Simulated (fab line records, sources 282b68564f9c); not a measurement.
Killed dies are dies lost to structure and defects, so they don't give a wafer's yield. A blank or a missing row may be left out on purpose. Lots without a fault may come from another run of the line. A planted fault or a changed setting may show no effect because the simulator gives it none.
fab line records | flow rit_cmos
record lots=6 wafers=18 last_day=8
route steps=202 shown REOX@99 NLDD@103 PLDD@114 SPACER@125 NSD@131 M1@202
lots that met no fault: from a run of the same line without faults
start_h: hours from the record's first day to the start of the lot's first wafer shown | wait_h: hours since the lot's step before | " the same as in the row above | L1.1+2: a row that stands for several wafers | - no value, or no start given | * or withheld: withheld | < > ~ a bound
route shown NAME@n: a module of which the file shows steps, and the number in the route of the first | usual: mean/standard deviation of fault-free wafers | same: alike in all rows | chamber/n: place in a boat | sites: the reading at each site | _std_site: their standard deviation | _edge_site: outer sites' mean less inner sites' | radius_mm: how far each site lies from the wafer's centre | mask NAME#n: copy n | behind: the tool/chamber that last shaped the wafer | hold: why the lot was held/for how many hours/how that ended | device: the transistor (n, p or np) that didn't switch | end of line: the same wafers' tests at the end of the route | a step without rows: its recipe alone | killed: dies lost to structure and defects at the first sort, not the wafer's yield | map: a wafer's dies, x killed, . not, _ none there
set.NAME: the setting as run; set.NAME@STEP: as run at that earlier step | model.NAME: the simulator's own value behind a step, which no gauge read
lots at some steps of the route; a table a step, a row a wafer
services: from which hour (start_h, from the record's first day; less than 0 if before it) a tool's chamber was out of use, for how many hours, and why
## steps
# step RIT_REOX_CLEAN_01
# recipe chemistry=dHF dilution=50:1 time_s=30
# step RIT_REOX_CLEAN_02
# recipe chemistry=SC2 mix=3:3:50 time_s=600 temp_c=75 dry=n2_spin
# step RIT_REOX_OXIDATION_03
# recipe temp_c=900 ambient=O2 target_thk_a=252 ox_time_s=5580
# step RIT_REOX_THK_MEAS_04
# recipe reads=SiO2_of_REOX_OXIDATION_03
# usual REOX_OXIDE_THK=25.3/0.4
# columns lot.wafer tool chamber start_h wait_h REOX_OXIDE_THK[nm]
L540.3 film_metro-03 - 51.14 0.0 26.2
L540.4 " - " " 25.9
L540.5 " - " " 25.8
L544.3 film_metro-04 - 72.41 0.0 25.6
L544.4 " - " " 25.3
L544.5 " - " " 25.3
L549.2 film_metro-02 - 86.70 0.0 25.2
L549.3 " - " " 24.8
L549.4 " - " " 25.2
L551.1 film_metro-02 - 97.41 0.0 25.8
L551.3 " - " " 25.1
L551.4 " - " " 25.2
L562.1 film_metro-03 - 165.61 0.0 25.3
L562.2 " - " " 25.0
L562.3 " - " " 25.2
L563.2 film_metro-04 - 168.49 0.0 25.5
L563.3 " - " " 25.7
L563.5 " - " " 25.8
# step RIT_NLDD_HMDS_00
# recipe prime_time_s=60 prime_temp_c=140
# step RIT_NLDD_COAT_01
# recipe resist=NOVOLAK spin_rpm=3250 resist_thk_nm=1000
# step RIT_NLDD_SOFTBAKE_02
# recipe resist=NOVOLAK temp_c=90 time_s=60
# step RIT_NLDD_EXPOSE_03
# recipe mask_id=M7 na=0.57 target_cd_nm=40700 dose_mj=250
# step RIT_NLDD_PEB_04
# recipe resist=NOVOLAK temp_c=withheld time_s=withheld
# step RIT_NLDD_DEVELOP_05
# recipe resist=NOVOLAK develop_time_s=50 dev_temp_c=23
# step RIT_NLDD_OVL_MEAS_06
# usual NLDD_OVL=0.5/1.2
# columns lot.wafer tool chamber start_h wait_h NLDD_OVL[nm]
L540.3 overlay-01 - 52.11 - 0.5
L540.4 " - " " -0.8
L540.5 " - " " -1.6
L544.3 overlay-02 - 73.72 - 0.1
L544.4 " - " " 0.9
L544.5 " - " " 2.2
L549.2 overlay-02 - 87.61 - -0.8
L549.3 " - " " 0.7
L549.4 " - " " 0.6
L551.1 overlay-01 - 98.39 - 0.2
L551.3 " - " " -2.2
L551.4 " - " " -1.2
L562.1 overlay-01 - 166.52 - 1.5
L562.2 " - " " -0.3
L562.3 " - " " -1.2
L563.2 overlay-02 - 169.52 - -1.7
L563.3 " - " " -1.4
L563.5 " - " " -1.3
# step RIT_NLDD_HARDBAKE_07
# recipe resist=NOVOLAK temp_c=140 time_s=60
# step RIT_NLDD_IMPLANT_08
# recipe species=P energy_kev=20 dose_cm2=5e+14 tilt_deg=7
# usual beam_on_s=9.98/0.2 end_station_pressure_torr=6.25e-06/2.9e-07 faraday_current_uA=1576/32 tilt_deg=7.001/0.021
# columns lot.wafer tool chamber start_h wait_h beam_on_s end_station_pressure_torr faraday_current_uA tilt_deg
L540.3 implanter-02 0 52.39 0.1 9.79 6.48e-06 1614 6.986
L540.4 " 0 " " 10.18 6.16e-06 1544 7.008
L540.5 " 0 " " 9.62 6.29e-06 1631 7.032
L544.3 implanter-02 0 73.94 0.1 9.93 5.95e-06 1586 7.055
L544.4 " 0 " " 9.99 6.08e-06 1571 7.027
L544.5 " 0 " " 10.05 5.8e-06 1562 7.033
L549.2 implanter-04 0 87.89 0.1 14.28 5.69e-06 1095 7.025
L549.3 " 0 " " 14.47 6.58e-06 1080 7.000
L549.4 " 0 " " 13.98 6.19e-06 1126 6.978
L551.1 implanter-04 0 98.58 0.1 14.02 6.17e-06 1122 6.966
L551.3 " 0 " " 14.09 5.88e-06 1122 7.019
L551.4 " 0 " " 14.55 6.29e-06 1081 7.018
L562.1 implanter-02 0 166.71 0.1 10.15 6.36e-06 1545 7.006
L562.2 " 0 " " 9.77 6.46e-06 1606 7.012
L562.3 " 0 " " 9.60 6.17e-06 1635 6.999
L563.2 implanter-01 0 169.73 0.1 10.20 6.57e-06 1539 7.010
L563.3 " 0 " " 10.00 6.22e-06 1572 7.007
L563.5 " 0 " " 9.99 6.22e-06 1576 6.987
# step RIT_NLDD_STRIP_09
# recipe chemistry=O2 time_s=180 resist=NOVOLAK platen_temp_c=withheld power_w=500 pressure_mtorr=4000 o2_flow_sccm=4000
# usual drypump_motor_current_A=5.87/0.26
# columns lot.wafer tool chamber start_h wait_h drypump_motor_current_A rf_hours_counter_h
L540.3 plasma_asher-03 0 52.55 0.1 5.98 -
L540.4 " 1 " " 5.90 -
L540.5 " 1 " " 5.92 -
L544.3 plasma_asher-04 0 74.10 0.1 6.16 -
L544.4 " 1 " " 6.28 -
L544.5 " 0 " " 6.17 -
L549.2 plasma_asher-02 1 88.01 0.1 5.62 46
L549.3 " 0 " " 5.53 -
L549.4 " 1 " " 5.60 -
L551.1 plasma_asher-03 1 98.73 0.1 5.92 45
L551.3 " 0 " " 6.02 -
L551.4 " 1 " " 5.91 -
L562.1 plasma_asher-03 0 166.86 0.1 6.00 5
L562.2 " 1 " " 5.94 5
L562.3 " 1 " " 5.92 -
L563.2 plasma_asher-02 0 169.85 0.1 5.51 54
L563.3 " 0 " " 5.52 -
L563.5 " 1 " " 5.61 -
# step RIT_NLDD_TW_MEAS_10
# usual NLDD_TW=2482/22
# columns lot.wafer tool chamber start_h wait_h NLDD_TW
L540.3 film_metro-03 - 52.68 0.1 2522
L540.4 " - " " 2520
L540.5 " - " " 2510
L544.3 film_metro-04 - 74.24 0.1 2475
L544.4 " - " " 2478
L544.5 " - " " 2480
L549.2 film_metro-01 - 88.20 0.1 2704
L549.3 " - " " 2724
L549.4 " - " " 2718
L551.1 film_metro-01 - 98.91 0.1 2719
L551.3 " - " " 2711
L551.4 " - " " 2714
L562.1 film_metro-04 - 167.04 0.1 2462
L562.2 " - " " 2457
L562.3 " - " " 2467
L563.2 film_metro-01 - 170.04 0.1 2473
L563.3 " - " " 2491
L563.5 " - " " 2469
# step RIT_PLDD_HMDS_00
# recipe prime_time_s=60 prime_temp_c=140
# step RIT_PLDD_COAT_01
# recipe resist=NOVOLAK spin_rpm=3250 resist_thk_nm=1000
# step RIT_PLDD_SOFTBAKE_02
# recipe resist=NOVOLAK temp_c=90 time_s=60
# step RIT_PLDD_EXPOSE_03
# recipe mask_id=M8 na=0.57 target_cd_nm=40900 dose_mj=250
# step RIT_PLDD_PEB_04
# recipe resist=NOVOLAK temp_c=withheld time_s=withheld
# step RIT_PLDD_DEVELOP_05
# recipe resist=NOVOLAK develop_time_s=50 dev_temp_c=23
# step RIT_PLDD_OVL_MEAS_06
# usual PLDD_OVL=0.6/1.4
# columns lot.wafer tool chamber start_h wait_h PLDD_OVL[nm]
L540.3 overlay-01 - 53.74 - -2.4
L540.4 " - " " 0.8
L540.5 " - " " 0.6
L544.3 overlay-01 - 75.33 - -0.7
L544.4 " - " " -0.2
L544.5 " - " " -1.1
L549.2 overlay-02 - 89.17 - 2.3
L549.3 " - " " 2.2
L549.4 " - " " 1.2
L551.1 overlay-02 - 99.82 - -0.6
L551.3 " - " " 0.7
L551.4 " - " " -0.6
L562.1 overlay-02 - 168.07 - 0.1
L562.2 " - " " 1.1
L562.3 " - " " -0.3
L563.2 overlay-02 - 170.99 - -1.2
L563.3 " - " " -1.6
L563.5 " - " " -1.7
# step RIT_PLDD_HARDBAKE_07
# recipe resist=NOVOLAK temp_c=140 time_s=60
# step RIT_PLDD_IMPLANT_08
# recipe species=BF2 energy_kev=20 dose_cm2=9e+14 tilt_deg=7
# step RIT_PLDD_STRIP_09
# recipe chemistry=O2 time_s=180 resist=NOVOLAK platen_temp_c=withheld power_w=500 pressure_mtorr=4000 o2_flow_sccm=4000
# usual drypump_motor_current_A=5.7/0.46
# columns lot.wafer tool chamber start_h wait_h drypump_motor_current_A rf_hours_counter_h
L540.3 plasma_asher-01 1 54.12 0.1 5.0 -
L540.4 " 0 " " 5.6 -
L540.5 " 1 " " 5.0 -
L544.3 plasma_asher-02 1 75.71 0.1 5.6 -
L544.4 " 0 " " 5.5 -
L544.5 " 0 " " 5.5 -
L549.2 plasma_asher-01 1 89.50 0.1 4.9 30
L549.3 " 0 " " 5.5 -
L549.4 " 1 " " 4.9 -
L551.1 plasma_asher-04 1 100.15 0.1 6.3 45
L551.3 " 0 " " 6.2 -
L551.4 " 1 " " 6.3 -
L562.1 plasma_asher-04 0 168.41 0.1 6.1 52
L562.2 " 1 " " 6.3 52
L562.3 " 1 " " 6.3 -
L563.2 plasma_asher-04 0 171.32 0.1 6.1 52
L563.3 " 1 " " 6.3 -
L563.5 " 1 " " 6.3 -
# step RIT_PLDD_TW_MEAS_10
# usual PLDD_TW=2349/23
# columns lot.wafer tool chamber start_h wait_h PLDD_TW
L540.3 film_metro-03 - 54.26 0.1 2376
L540.4 " - " " 2375
L540.5 " - " " 2384
L544.3 film_metro-04 - 75.84 0.1 2321
L544.4 " - " " 2325
L544.5 " - " " 2307
L549.2 film_metro-03 - 89.68 0.1 2364
L549.3 " - " " 2374
L549.4 " - " " 2372
L551.1 film_metro-01 - 100.33 0.1 2337
L551.3 " - " " 2334
L551.4 " - " " 2336
L562.1 film_metro-01 - 168.58 0.1 2344
L562.2 " - " " 2332
L562.3 " - " " 2324
L563.2 film_metro-03 - 171.50 0.1 2384
L563.3 " - " " 2360
L563.5 " - " " 2367
# step RIT_SPACER_CLEAN_00
# recipe chemistry=SC1 mix=3:3:50 time_s=600 temp_c=75
# step RIT_SPACER_CLEAN_01
# recipe chemistry=dHF dilution=50:1 time_s=30
# step RIT_SPACER_CLEAN_02
# recipe chemistry=SC2 mix=3:3:50 time_s=600 temp_c=75 dry=n2_spin
# step RIT_SPACER_CVD_03
# recipe material=Si3N4 target_thk_nm=250 temp_c=810 precursor=SiH2Cl2/NH3 time_s=3300 pressure_mtorr=300 sih2cl2_flow_sccm=60 nh3_flow_sccm=150
# step RIT_SPACER_THK_MEAS_04
# recipe reads=Si3N4_of_SPACER_CVD_03
# usual SPACER_NITRIDE_THK=249.4/2.3
# columns lot.wafer tool chamber start_h wait_h SPACER_NITRIDE_THK[nm]
L540.3 film_metro-02 - 56.60 0.0 249.3
L540.4 " - " " 249.0
L540.5 " - " " 245.7
L544.3 film_metro-02 - 78.85 0.0 243.4
L544.4 " - " " 245.9
L544.5 " - " " 245.7
L549.2 film_metro-02 - 92.27 0.0 244.6
L549.3 " - " " 244.1
L549.4 " - " " 244.7
L551.1 film_metro-03 - 102.67 0.0 250.6
L551.3 " - " " 251.2
L551.4 " - " " 251.8
L562.1 film_metro-01 - 172.02 0.0 250.0
L562.2 " - " " 247.8
L562.3 " - " " 249.1
L563.2 film_metro-01 - 173.94 0.0 249.8
L563.3 " - " " 248.9
L563.5 " - " " 249.0
# step RIT_SPACER_ETCHBACK_05
# recipe target_depth_a=2500 SF6_flow_sccm=30 CHF3_flow_sccm=30 target=Si3N4 chemistry=SF6/CHF3 pressure_mtorr=40 rf_w=250 time_s=240 stop_on=SiO2
# usual drypump_motor_current_A=5.9/0.49 oes_product_au=0.841/0.013 throttle_valve_pct=10.32/0.11
# columns lot.wafer tool chamber start_h wait_h drypump_motor_current_A oes_product_au rf_hours_counter_h throttle_valve_pct
L540.3 rie_diel-03 0 56.64 0.0 5.8 0.839 60 10.44
L540.4 " 2 " " 6.6 0.838 65 10.32
L540.5 " 1 " " 6.1 0.828 - 10.52
L544.3 rie_diel-03 3 78.89 0.0 4.9 0.826 140 10.23
L544.4 " 0 " " 5.9 0.823 61 10.43
L544.5 " 2 " " 6.5 0.843 - 10.31
L549.2 rie_diel-03 3 92.32 0.0 4.8 0.829 140 10.24
L549.3 " 1 " " 6.2 0.815 117 10.51
L549.4 " 3 " " 4.9 0.833 - 10.22
L551.1 rie_diel-04 2 102.73 0.1 6.2 0.845 10 10.20
L551.3 " 3 " " 6.2 0.870 2 10.42
L551.4 " 1 " " 6.5 0.853 92 10.21
L562.1 rie_diel-03 3 172.08 0.1 4.8 0.838 142 10.23
L562.2 " 1 " " 6.2 0.814 118 10.51
L562.3 " 0 " " 5.9 0.831 62 10.44
L563.2 rie_diel-04 1 173.99 0.0 6.4 0.855 93 10.19
L563.3 " 0 " " 6.1 0.849 101 10.30
L563.5 " 1 " " 6.4 0.848 - 10.18
# step RIT_NSD_HMDS_00
# recipe prime_time_s=60 prime_temp_c=140
# step RIT_NSD_COAT_01
# recipe resist=NOVOLAK spin_rpm=3250 resist_thk_nm=1000
# step RIT_NSD_SOFTBAKE_02
# recipe resist=NOVOLAK temp_c=90 time_s=60
# step RIT_NSD_EXPOSE_03
# recipe mask_id=M9 na=0.57 target_cd_nm=40700 dose_mj=250
# step RIT_NSD_PEB_04
# recipe resist=NOVOLAK temp_c=withheld time_s=withheld
# step RIT_NSD_DEVELOP_05
# recipe resist=NOVOLAK develop_time_s=50 dev_temp_c=23
# step RIT_NSD_OVL_MEAS_06
# usual NSD_OVL=0.4/1.4
# columns lot.wafer tool chamber start_h wait_h NSD_OVL[nm]
L540.3 overlay-01 - 57.78 - 1.2
L540.4 " - " " 0.9
L540.5 " - " " -2.1
L544.3 overlay-02 - 80.45 - 0.8
L544.4 " - " " 1.3
L544.5 " - " " 0.8
L549.2 overlay-01 - 93.44 - -0.3
L549.3 " - " " -1.5
L549.4 " - " " 0.6
L551.1 overlay-01 - 103.85 - 0.5
L551.3 " - " " -0.2
L551.4 " - " " 0.9
L562.1 overlay-01 - 173.20 - -0.5
L562.2 " - " " 1.5
L562.3 " - " " -1.1
L563.2 overlay-02 - 175.00 - -1.5
L563.3 " - " " 1.5
L563.5 " - " " -2.7
# step RIT_NSD_HARDBAKE_07
# recipe resist=NOVOLAK temp_c=140 time_s=60
# step RIT_NSD_IMPLANT_08
# recipe species=P energy_kev=25 dose_cm2=1e+15 tilt_deg=7
# step RIT_NSD_STRIP_09
# recipe chemistry=O2 time_s=180 resist=NOVOLAK platen_temp_c=withheld power_w=500 pressure_mtorr=4000 o2_flow_sccm=4000
# usual drypump_motor_current_A=5.7/0.3
# columns lot.wafer tool chamber start_h wait_h drypump_motor_current_A rf_hours_counter_h
L540.3 plasma_asher-02 1 58.16 0.1 5.6 -
L540.4 " 0 " " 5.5 -
L540.5 " 0 " " 5.5 -
L544.3 plasma_asher-03 0 80.83 0.1 6.0 -
L544.4 " 1 " " 5.9 -
L544.5 " 0 " " 6.0 -
L549.2 plasma_asher-02 0 93.77 0.1 5.5 47
L549.3 " 1 " " 5.6 -
L549.4 " 0 " " 5.5 -
L551.1 plasma_asher-01 0 104.19 0.1 5.6 32
L551.3 " 0 " " 5.6 -
L551.4 " 1 " " 5.0 -
L562.1 plasma_asher-02 0 173.54 0.1 5.5 55
L562.2 " 1 " " 5.6 55
L562.3 " 1 " " 5.6 -
L563.2 plasma_asher-01 1 175.33 0.1 4.9 39
L563.3 " 0 " " 5.5 -
L563.5 " 1 " " 5.0 -
# step RIT_SDANNEAL_RS_MEAS_07
# recipe thk_meas_gauge=four-point-probe
# usual NLDD_RS=151.6/0.5
# columns lot.wafer tool chamber start_h wait_h NLDD_RS[ohm/sq]
L540.3 film_metro-03 - 60.71 0.1 152.4
L540.4 " - " " 152.6
L540.5 " - " " 152.4
L544.3 film_metro-03 - 83.28 0.1 151.7
L544.4 " - " " 151.4
L544.5 " - " " 151.9
L549.2 film_metro-03 - 96.48 0.1 113.7
L549.3 " - " " 114.0
L549.4 " - " " 113.6
L551.1 film_metro-03 - 107.02 0.1 113.7
L551.3 " - " " 113.9
L551.4 " - " " 113.5
L562.1 film_metro-04 - 175.98 0.1 151.8
L562.2 " - " " 151.4
L562.3 " - " " 151.4
L563.2 film_metro-04 - 177.92 0.1 152.1
L563.3 " - " " 152.2
L563.5 " - " " 152.5
# step RIT_M1_PROBE_99
# usual killed_at_contacts=0.0/0.2 killed_at_front_end=7/3 killed_dies=7/3 killed_open=3.4/1.8 killed_short=3.8/2.1
# same gross_dies=264 killed_at_M0_to_M3=0 killed_at_M4_up=0 killed_at_back_side=0 killed_at_other=0
# columns lot.wafer tool chamber start_h wait_h killed_at_contacts killed_at_front_end killed_dies killed_open killed_short
L549.2 prober-01 - 103.44 0.1 0 6 6 2 4
L549.3 prober-01 - 103.49 0.2 0 10 10 3 6
L549.4 prober-01 - 103.54 0.2 0 6 6 6 0
# killed by level:class
L549.2 GATE:geometric_particle:short=3 REOX:geometric_particle:short=1 REOX:geometric_particle:open=1 SILICIDE:geometric_particle:open=1
L549.3 GATE:geometric_particle:short=3 SPACER:geometric_particle:short=2 SILICIDE:geometric_particle:open=2 FOX2:geometric_particle:open=1 SILICIDE:geometric_particle:short=1 PRETRO:coat_microbubble_printed=1
L549.4 GATE:geometric_particle:open=4 FOX1:geometric_particle:open=1 SILICIDE:geometric_particle:open=1
## services
# columns tool chamber start_h hours kind
implanter-01 - 37.41 1.2 repair
implanter-01 - 42.59 0.5 repair
rie_diel-04 0 42.82 4.8 repair
implanter-01 - 53.73 1.6 repair
plasma_asher-03 - 76.25 2.9 repair
plasma_asher-04 - 78.88 2.8 pm
implanter-01 - 82.24 0.7 repair
rie_diel-03 0 86.65 18.1 repair
implanter-02 - 104.09 5.3 repair
plasma_asher-03 - 108.75 9.0 pm
plasma_asher-03 0 108.75 9.0 vent_cycle
plasma_asher-03 1 108.75 9.0 vent_cycle
plasma_asher-03 - 116.03 0.7 repair
plasma_asher-03 0 117.75 - clean
plasma_asher-03 1 117.75 - clean
plasma_asher-01 - 136.21 0.6 repair
implanter-04 - 136.36 3.6 repair
rie_diel-04 3 145.90 8.6 repair
implanter-02 - 153.01 0.5 repair
implanter-02 - 170.57 4.2 repair
## key
first_sign step=RIT_NLDD_IMPLANT_08 reading=beam_on_s direction=up sigmas=21 usual=9.98 struck=14.23
effect step=RIT_NLDD_IMPLANT_08 reading=faraday_current_uA direction=down sigmas=15 usual=1576 struck=1105
effect step=RIT_NLDD_TW_MEAS_10 reading=NLDD_TW direction=up sigmas=10 usual=2482 struck=2715
effect step=RIT_SDANNEAL_RS_MEAS_07 reading=NLDD_RS direction=down sigmas=76 usual=151.6 struck=113.7
met_at RIT_NLDD_IMPLANT_08
struck_wafers L549.2,L549.3,L549.4,L551.1,L551.3,L551.4
tester_left_out L549,L551
fault kind=process_parameter_drift tool=implanter-04 chamber=- onset_h=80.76 steps=RIT_NLDD_IMPLANT_08 channel=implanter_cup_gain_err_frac offset=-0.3 shape=step end_h=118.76
# tester_left_out: of these lots the tester's yield and bins aren't shown, on N5 and GAA mostly nor the transistor test; their killed dies are dies lost to structure and defects alone, not to doping, threshold or leakage, so they don't give the yield
